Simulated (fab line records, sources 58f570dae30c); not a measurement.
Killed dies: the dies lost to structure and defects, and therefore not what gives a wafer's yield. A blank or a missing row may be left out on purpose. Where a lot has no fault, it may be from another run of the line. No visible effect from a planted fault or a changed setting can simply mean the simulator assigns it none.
What tool caused it? :: flow berkeley_cmos170 :: 42 wafers from 14 lots sampled at 7 of the route's 331 steps

WHAT EACH GAUGE READ, for each wafer
UCB170_GATE_CD_MEAS_90: the cd target is 350 nm. Usual: cd_nm at 350.1 nm, with a standard deviation of 1.7.
lot: L701
measured: day 7 02:55
on: cd_sem-02
cd_nm (nm): 351.3 350.5 350.9
flag: 

lot: L705
measured: day 8 02:47
on: cd_sem-01
cd_nm (nm): 350.6 349.8 348.4
flag: 

lot: L704
measured: day 8 02:58
on: cd_sem-02
cd_nm (nm): 351.3 351.4 350.4
flag: 

lot: L708
measured: day 8 14:10
on: cd_sem-01
cd_nm (nm): 350.3 350.4 347.8
flag: 

lot: L706
measured: day 8 14:14
on: cd_sem-02
cd_nm (nm): 352.7 352.9 354.3
flag: 

lot: L710
measured: day 9 20:01
on: cd_sem-02
cd_nm (nm): 353.4 354.4 352.9
flag: 

lot: L711
measured: day 9 20:23
on: cd_sem-02
cd_nm (nm): 348.6 349.2 349.0
flag: 

lot: L716
measured: day 11 08:55
on: cd_sem-01
cd_nm (nm): 349.1 349.1 347.7
flag: 

lot: L717
measured: day 11 09:16
on: cd_sem-02
cd_nm (nm): 348.7 346.7 349.4
flag: 

lot: L718
measured: day 11 17:07
on: cd_sem-02
cd_nm (nm): 350.2 349.8 351.1
flag: 

lot: L723
measured: day 12 15:23
on: cd_sem-02
cd_nm (nm): 346.5 348.7 347.4
flag: 

lot: L722
measured: day 12 15:37
on: cd_sem-01
cd_nm (nm): 350.7 351.6 350.5
flag: 

lot: L720
measured: day 12 22:37
on: cd_sem-01
cd_nm (nm): 349.3 350.2 349.7
flag: 

lot: L719
measured: day 12 23:05
on: cd_sem-02
cd_nm (nm): 349.8 349.6 350.4
flag: 

UCB170_PSD_TW_MEAS_10. Usual: PSD_TW 2339, standard deviation 36.
lot: L701
measured: day 7 17:59
on: film_metro-01
PSD_TW: 2379 2369 2387
flag: 

lot: L705
measured: day 8 16:58
on: film_metro-01
PSD_TW: 2372 2370 2357
flag: 

lot: L704
measured: day 8 16:32
on: film_metro-01
PSD_TW: 2373 2362 2378
flag: 

lot: L708
measured: day 9 04:29
on: film_metro-03
PSD_TW: 2349 2348 2353
flag: 

lot: L706
measured: day 9 04:42
on: film_metro-02
PSD_TW: 2303 2304 2291
flag: 

lot: L710
measured: day 10 14:25
on: film_metro-02
PSD_TW: 2299 2308 2308
flag: 

lot: L711
measured: day 10 14:47
on: film_metro-03
PSD_TW: 1785 1782 1772
flag: OFF

lot: L716
measured: day 11 18:49
on: film_metro-02
PSD_TW: 1714 1727 1720
flag: OFF

lot: L717
measured: day 11 19:03
on: film_metro-01
PSD_TW: 2381 2369 2370
flag: 

lot: L718
measured: day 12 06:31
on: film_metro-02
PSD_TW: 2295 2298 2288
flag: 

lot: L723
measured: day 13 04:11
on: film_metro-01
PSD_TW: 2384 2374 2365
flag: 

lot: L722
measured: day 13 04:55
on: film_metro-02
PSD_TW: 2307 2300 2298
flag: 

lot: L720
measured: day 13 14:31
on: film_metro-02
PSD_TW: 2304 2291 2284
flag: 

lot: L719
measured: day 13 14:42
on: film_metro-03
PSD_TW: 2360 2365 2358
flag: 

UCB170_NSD_OVL_MEAS_07. Usual: NSD_OVL -1 nm, standard deviation 5.1.
lot: L701
measured: day 7 19:25
on: overlay-01
NSD_OVL (nm): -2 0 -2
flag: 

lot: L705
measured: day 8 22:35
on: overlay-02
NSD_OVL (nm): 1 0 1
flag: 

lot: L704
measured: day 8 17:59
on: overlay-01
NSD_OVL (nm): -2 -1 1
flag: 

lot: L708
measured: day 9 05:49
on: overlay-02
NSD_OVL (nm): -4 -7 -5
flag: 

lot: L706
measured: day 9 06:19
on: overlay-02
NSD_OVL (nm): 0 -9 -7
flag: 

lot: L710
measured: day 10 15:42
on: overlay-02
NSD_OVL (nm): -1 -5 -10
flag: 

lot: L711
measured: day 10 16:11
on: overlay-01
NSD_OVL (nm): -4 -4 3
flag: 

lot: L716
measured: day 11 20:29
on: overlay-02
NSD_OVL (nm): 1 -2 3
flag: 

lot: L717
measured: day 11 20:48
on: overlay-01
NSD_OVL (nm): 4 0 2
flag: 

lot: L718
measured: day 12 07:50
on: overlay-02
NSD_OVL (nm): -14 -15 -13
flag: 

lot: L723
measured: day 13 06:38
on: overlay-02
NSD_OVL (nm): -4 -5 -6
flag: 

lot: L722
measured: day 13 09:40
on: overlay-02
NSD_OVL (nm): 2 -3 1
flag: 

lot: L720
measured: day 13 15:52
on: overlay-02
NSD_OVL (nm): 1 -5 -3
flag: 

lot: L719
measured: day 13 16:03
on: overlay-01
NSD_OVL (nm): 12 9 14
flag: 

UCB170_SDANNEAL_RS_MEAS_02: the measuring method here is four-point-probe. Usual: PSD_RS 75.54 ohm/sq, standard deviation 0.26.
lot: L701
measured: day 7 20:56
on: film_metro-01
PSD_RS (ohm/sq): 75.39 75.52 75.18
flag: 

lot: L705
measured: day 9 00:05
on: film_metro-01
PSD_RS (ohm/sq): 75.85 75.86 75.37
flag: 

lot: L704
measured: day 8 19:26
on: film_metro-02
PSD_RS (ohm/sq): 75.80 76.14 75.70
flag: 

lot: L708
measured: day 9 07:14
on: film_metro-01
PSD_RS (ohm/sq): 75.63 75.72 75.70
flag: 

lot: L706
measured: day 9 07:43
on: film_metro-03
PSD_RS (ohm/sq): 75.30 75.32 75.39
flag: 

lot: L710
measured: day 10 17:05
on: film_metro-03
PSD_RS (ohm/sq): 75.40 75.31 75.29
flag: 

lot: L711
measured: day 10 17:46
on: film_metro-03
PSD_RS (ohm/sq): 144.99 144.65 145.05
flag: OFF

lot: L716
measured: day 11 22:43
on: film_metro-03
PSD_RS (ohm/sq): 145.68 143.75 144.26
flag: OFF

lot: L717
measured: day 11 22:53
on: film_metro-01
PSD_RS (ohm/sq): 75.06 75.21 75.07
flag: 

lot: L718
measured: day 12 09:26
on: film_metro-03
PSD_RS (ohm/sq): 75.34 75.36 75.99
flag: 

lot: L723
measured: day 13 08:14
on: film_metro-03
PSD_RS (ohm/sq): 75.28 75.37 75.48
flag: 

lot: L722
measured: day 13 11:14
on: film_metro-02
PSD_RS (ohm/sq): 75.26 75.44 75.44
flag: 

lot: L720
measured: day 13 17:21
on: film_metro-02
PSD_RS (ohm/sq): 75.50 75.81 75.58
flag: 

lot: L719
measured: day 13 17:28
on: film_metro-03
PSD_RS (ohm/sq): 75.50 75.67 75.38
flag: 

WHAT TOOL EACH LOT RAN ON (gives the tool, then ch and the chambers of the sampled wafers, and finally the start)
lot: L701
UCB170_PSD_IMPLANT_08: implanter-02 ch 0, day 7 17:44
UCB170_PSD_STRIP_09: plasma_asher-04 ch 0,1, day 7 17:53
UCB170_NSD_STRIP_09: plasma_asher-02 ch 0,1, day 7 19:36

lot: L705
UCB170_PSD_IMPLANT_08: implanter-03 ch 0, day 8 16:43
UCB170_PSD_STRIP_09: plasma_asher-03 ch 0,1, day 8 16:52
UCB170_NSD_STRIP_09: plasma_asher-02 ch 0,1, day 8 22:46

lot: L704
UCB170_PSD_IMPLANT_08: implanter-01 ch 0, day 8 16:19
UCB170_PSD_STRIP_09: plasma_asher-04 ch 0,1, day 8 16:28
UCB170_NSD_STRIP_09: plasma_asher-02 ch 0,1, day 8 18:11

lot: L708
UCB170_PSD_IMPLANT_08: implanter-01 ch 0, day 9 04:16
UCB170_PSD_STRIP_09: plasma_asher-03 ch 0,1, day 9 04:23
UCB170_NSD_STRIP_09: plasma_asher-02 ch 0,1, day 9 06:01

lot: L706
UCB170_PSD_IMPLANT_08: implanter-01 ch 0, day 9 04:27
UCB170_PSD_STRIP_09: plasma_asher-03 ch 0,1, day 9 04:36
UCB170_NSD_STRIP_09: plasma_asher-01 ch 0,1, day 9 06:30

lot: L710
UCB170_PSD_IMPLANT_08: implanter-03 ch 0, day 10 14:11
UCB170_PSD_STRIP_09: plasma_asher-03 ch 0,1, day 10 14:19
UCB170_NSD_STRIP_09: plasma_asher-01 ch 0,1, day 10 15:53

lot: L711
UCB170_PSD_IMPLANT_08: implanter-03 ch 0, day 10 14:34
UCB170_PSD_STRIP_09: plasma_asher-04 ch 0,1, day 10 14:42
UCB170_NSD_STRIP_09: plasma_asher-01 ch 0,1, day 10 16:24

lot: L716
UCB170_PSD_IMPLANT_08: implanter-03 ch 0, day 11 18:34
UCB170_PSD_STRIP_09: plasma_asher-03 ch 0,1, day 11 18:43
UCB170_NSD_STRIP_09: plasma_asher-01 ch 0,1, day 11 20:41

lot: L717
UCB170_PSD_IMPLANT_08: implanter-02 ch 0, day 11 18:48
UCB170_PSD_STRIP_09: plasma_asher-04 ch 0,1, day 11 18:57
UCB170_NSD_STRIP_09: plasma_asher-02 ch 0,1, day 11 20:59

lot: L718
UCB170_PSD_IMPLANT_08: implanter-01 ch 0, day 12 06:16
UCB170_PSD_STRIP_09: plasma_asher-03 ch 0,1, day 12 06:25
UCB170_NSD_STRIP_09: plasma_asher-01 ch 0,1, day 12 08:01

lot: L723
UCB170_PSD_IMPLANT_08: implanter-01 ch 0, day 13 03:58
UCB170_PSD_STRIP_09: plasma_asher-02 ch 1, day 13 04:05
UCB170_NSD_STRIP_09: plasma_asher-02 ch 0,1, day 13 06:49

lot: L722
UCB170_PSD_IMPLANT_08: implanter-02 ch 0, day 13 04:41
UCB170_PSD_STRIP_09: plasma_asher-04 ch 0,1, day 13 04:49
UCB170_NSD_STRIP_09: plasma_asher-02 ch 0,1, day 13 09:51

lot: L720
UCB170_PSD_IMPLANT_08: implanter-02 ch 0, day 13 14:17
UCB170_PSD_STRIP_09: plasma_asher-02 ch 1, day 13 14:24
UCB170_NSD_STRIP_09: plasma_asher-02 ch 0,1, day 13 16:02

lot: L719
UCB170_PSD_IMPLANT_08: implanter-01 ch 0, day 13 14:28
UCB170_PSD_STRIP_09: plasma_asher-03 ch 0,1, day 13 14:35
UCB170_NSD_STRIP_09: plasma_asher-01 ch 0,1, day 13 16:14
- UCB170_PSD_IMPLANT_08
- UCB170_PSD_STRIP_09: strips in O2.
- UCB170_NSD_STRIP_09: strips in O2.

AS READ BY THE TOOLS THEMSELVES (means over the sampled wafers that have a number; for cases with no such wafer, the mark the record gives instead)
UCB170_PSD_IMPLANT_08. Usual: dose_ions_cm2 3e+15, standard deviation 3.7e+12; end_station_pressure_torr 1.26e-05 Torr, standard deviation 6.7e-07; faraday_current_uA 9261, standard deviation 190; tilt_deg 6.998 degrees, standard deviation 0.019.
lot: L701
tool: implanter-02
dose_ions_cm2: 3e+15
end_station_pressure_torr (Torr): 1.30e-05
faraday_current_uA: 9351
tilt_deg (degrees): 7.016
flag: 

lot: L705
tool: implanter-03
dose_ions_cm2: 3e+15
end_station_pressure_torr (Torr): 1.29e-05
faraday_current_uA: 9443
tilt_deg (degrees): 6.997
flag: 

lot: L704
tool: implanter-01
dose_ions_cm2: 3e+15
end_station_pressure_torr (Torr): 1.19e-05
faraday_current_uA: 9379
tilt_deg (degrees): 7.004
flag: 

lot: L708
tool: implanter-01
dose_ions_cm2: 3e+15
end_station_pressure_torr (Torr): 1.22e-05
faraday_current_uA: 9415
tilt_deg (degrees): 6.997
flag: 

lot: L706
tool: implanter-01
dose_ions_cm2: 3e+15
end_station_pressure_torr (Torr): 1.23e-05
faraday_current_uA: 9086
tilt_deg (degrees): 6.981
flag: 

lot: L710
tool: implanter-03
dose_ions_cm2: 3e+15
end_station_pressure_torr (Torr): 1.31e-05
faraday_current_uA: 9221
tilt_deg (degrees): 7.001
flag: 

lot: L711
tool: implanter-03
dose_ions_cm2: 1e+15
end_station_pressure_torr (Torr): 8.23e-06
faraday_current_uA: 3728
tilt_deg (degrees): 6.982
flag: OFF

lot: L716
tool: implanter-03
dose_ions_cm2: 1e+15
end_station_pressure_torr (Torr): 8.40e-06
faraday_current_uA: 3695
tilt_deg (degrees): 7.010
flag: OFF

lot: L717
tool: implanter-02
dose_ions_cm2: 3e+15
end_station_pressure_torr (Torr): 1.30e-05
faraday_current_uA: 9168
tilt_deg (degrees): 7.010
flag: 

lot: L718
tool: implanter-01
dose_ions_cm2: 3e+15
end_station_pressure_torr (Torr): 1.27e-05
faraday_current_uA: 9406
tilt_deg (degrees): 7.014
flag: 

lot: L723
tool: implanter-01
dose_ions_cm2: 3e+15
end_station_pressure_torr (Torr): 1.19e-05
faraday_current_uA: 9348
tilt_deg (degrees): 6.999
flag: 

lot: L722
tool: implanter-02
dose_ions_cm2: 3e+15
end_station_pressure_torr (Torr): 1.28e-05
faraday_current_uA: 9245
tilt_deg (degrees): 6.984
flag: 

lot: L720
tool: implanter-02
dose_ions_cm2: 3e+15
end_station_pressure_torr (Torr): 1.32e-05
faraday_current_uA: 9176
tilt_deg (degrees): 7.010
flag: 

lot: L719
tool: implanter-01
dose_ions_cm2: 3e+15
end_station_pressure_torr (Torr): 1.29e-05
faraday_current_uA: 9391
tilt_deg (degrees): 7.000
flag: 

UCB170_PSD_STRIP_09. Usual: drypump_motor_current_A 5.6 A, standard deviation 0.35; oes_product_au 0.600 a.u., standard deviation 0.0042; strip_time_to_endpoint_s 29.40 s, standard deviation 0.064.
lot: L701
tool: plasma_asher-04
drypump_motor_current_A (A): 5.3
oes_product_au (a.u.): 0.597
strip_time_to_endpoint_s (s): 29.45
flag: 

lot: L705
tool: plasma_asher-03
drypump_motor_current_A (A): 5.7
oes_product_au (a.u.): 0.599
strip_time_to_endpoint_s (s): 29.31
flag: 

lot: L704
tool: plasma_asher-04
drypump_motor_current_A (A): 5.5
oes_product_au (a.u.): 0.601
strip_time_to_endpoint_s (s): 29.40
flag: 

lot: L708
tool: plasma_asher-03
drypump_motor_current_A (A): 5.9
oes_product_au (a.u.): 0.600
strip_time_to_endpoint_s (s): 29.31
flag: 

lot: L706
tool: plasma_asher-03
drypump_motor_current_A (A): 5.8
oes_product_au (a.u.): 0.603
strip_time_to_endpoint_s (s): 29.31
flag: 

lot: L710
tool: plasma_asher-03
drypump_motor_current_A (A): 5.7
oes_product_au (a.u.): 0.596
strip_time_to_endpoint_s (s): 29.42
flag: 

lot: L711
tool: plasma_asher-04
drypump_motor_current_A (A): 5.5
oes_product_au (a.u.): 0.730
strip_time_to_endpoint_s (s): 21.62
flag: OFF

lot: L716
tool: plasma_asher-03
drypump_motor_current_A (A): 5.9
oes_product_au (a.u.): 0.727
strip_time_to_endpoint_s (s): 21.63
flag: OFF

lot: L717
tool: plasma_asher-04
drypump_motor_current_A (A): 5.5
oes_product_au (a.u.): 0.598
strip_time_to_endpoint_s (s): 29.38
flag: 

lot: L718
tool: plasma_asher-03
drypump_motor_current_A (A): 5.9
oes_product_au (a.u.): 0.603
strip_time_to_endpoint_s (s): 29.52
flag: 

lot: L723
tool: plasma_asher-02
drypump_motor_current_A (A): 5.3
oes_product_au (a.u.): 0.599
strip_time_to_endpoint_s (s): 29.44
flag: 

lot: L722
tool: plasma_asher-04
drypump_motor_current_A (A): 5.3
oes_product_au (a.u.): 0.602
strip_time_to_endpoint_s (s): 29.37
flag: 

lot: L720
tool: plasma_asher-02
drypump_motor_current_A (A): 5.3
oes_product_au (a.u.): 0.598
strip_time_to_endpoint_s (s): 29.40
flag: 

lot: L719
tool: plasma_asher-03
drypump_motor_current_A (A): 5.8
oes_product_au (a.u.): 0.603
strip_time_to_endpoint_s (s): 29.40
flag: 

UCB170_NSD_STRIP_09. Usual: drypump_motor_current_A 5.7 A, standard deviation 0.31; oes_product_au 0.534 a.u., standard deviation 0.0046; strip_time_to_endpoint_s 35.81 s, standard deviation 0.072.
lot: L701
tool: plasma_asher-02
drypump_motor_current_A (A): 5.5
oes_product_au (a.u.): 0.531
strip_time_to_endpoint_s (s): 35.83
flag: 

lot: L705
tool: plasma_asher-02
drypump_motor_current_A (A): 5.5
oes_product_au (a.u.): 0.535
strip_time_to_endpoint_s (s): 35.76
flag: 

lot: L704
tool: plasma_asher-02
drypump_motor_current_A (A): 5.5
oes_product_au (a.u.): 0.536
strip_time_to_endpoint_s (s): 35.73
flag: 

lot: L708
tool: plasma_asher-02
drypump_motor_current_A (A): 5.8
oes_product_au (a.u.): 0.529
strip_time_to_endpoint_s (s): 35.81
flag: 

lot: L706
tool: plasma_asher-01
drypump_motor_current_A (A): 5.9
oes_product_au (a.u.): 0.530
strip_time_to_endpoint_s (s): 35.84
flag: 

lot: L710
tool: plasma_asher-01
drypump_motor_current_A (A): 5.9
oes_product_au (a.u.): 0.533
strip_time_to_endpoint_s (s): 35.82
flag: 

lot: L711
tool: plasma_asher-01
drypump_motor_current_A (A): 5.9
oes_product_au (a.u.): 0.529
strip_time_to_endpoint_s (s): 35.90
flag: 

lot: L716
tool: plasma_asher-01
drypump_motor_current_A (A): 5.9
oes_product_au (a.u.): 0.533
strip_time_to_endpoint_s (s): 35.85
flag: 

lot: L717
tool: plasma_asher-02
drypump_motor_current_A (A): 5.8
oes_product_au (a.u.): 0.539
strip_time_to_endpoint_s (s): 35.74
flag: 

lot: L718
tool: plasma_asher-01
drypump_motor_current_A (A): 5.8
oes_product_au (a.u.): 0.531
strip_time_to_endpoint_s (s): 35.91
flag: 

lot: L723
tool: plasma_asher-02
drypump_motor_current_A (A): 5.8
oes_product_au (a.u.): 0.539
strip_time_to_endpoint_s (s): 35.85
flag: 

lot: L722
tool: plasma_asher-02
drypump_motor_current_A (A): 5.5
oes_product_au (a.u.): 0.534
strip_time_to_endpoint_s (s): 35.94
flag: 

lot: L720
tool: plasma_asher-02
drypump_motor_current_A (A): 5.8
oes_product_au (a.u.): 0.538
strip_time_to_endpoint_s (s): 35.75
flag: 

lot: L719
tool: plasma_asher-01
drypump_motor_current_A (A): 5.8
oes_product_au (a.u.): 0.532
strip_time_to_endpoint_s (s): 35.76
flag: 

THE ANSWER, worked out from the rows above alone
Rule: a lot is off if the mean of its wafers that have a number lies more than 3 standard deviations from the usual mean. Also off: a lot with no number at a reading for which 4 or more lots have one. All remaining lots with rows at the step are treated as sound. After the gauges, taken in route order, come the tools' own readings; for these a lot's mean is taken, as printed above. The first step at which some lot is off is used, and at that step the reading that is off furthest; a lot without a number counts as furthest.
Off: L711, L716, at UCB170_PSD_TW_MEAS_10 (PSD_TW).
A tool fits if, at a process step before that reading, it ran every lot that is off, and no sound lot after the first of them. The gauges at UCB170_PSD_TW_MEAS_10 aren't tried: what is off there is off at UCB170_PSD_IMPLANT_08 too, on other tools, and a gauge's error can't cause that. One fits: UCB170_PSD_IMPLANT_08 on implanter-03. A fault onset in the window from L710 (day 10 14:11, its last sound lot) to L711 (day 10 14:34, its first lot off) fits.
The tool's own readings at UCB170_PSD_IMPLANT_08 bear it out: on the lots that are off they differ by more than 5 times the standard deviation of the sound lots' means. dose_ions_cm2 reads 1e+15 there against 3e+15 on the sound lots; end_station_pressure_torr reads 8.32e-06 Torr there against 1.27e-05 Torr on the sound lots; faraday_current_uA reads 3712 there against 9302 on the sound lots.

WHAT HAD BEEN PUT IN BY THE SIMULATOR
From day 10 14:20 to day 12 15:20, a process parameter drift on implanter-03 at UCB170_PSD_IMPLANT_08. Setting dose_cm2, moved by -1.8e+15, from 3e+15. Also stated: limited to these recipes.
Struck lots among those shown: L711, L716. The rule above reached the same finding.
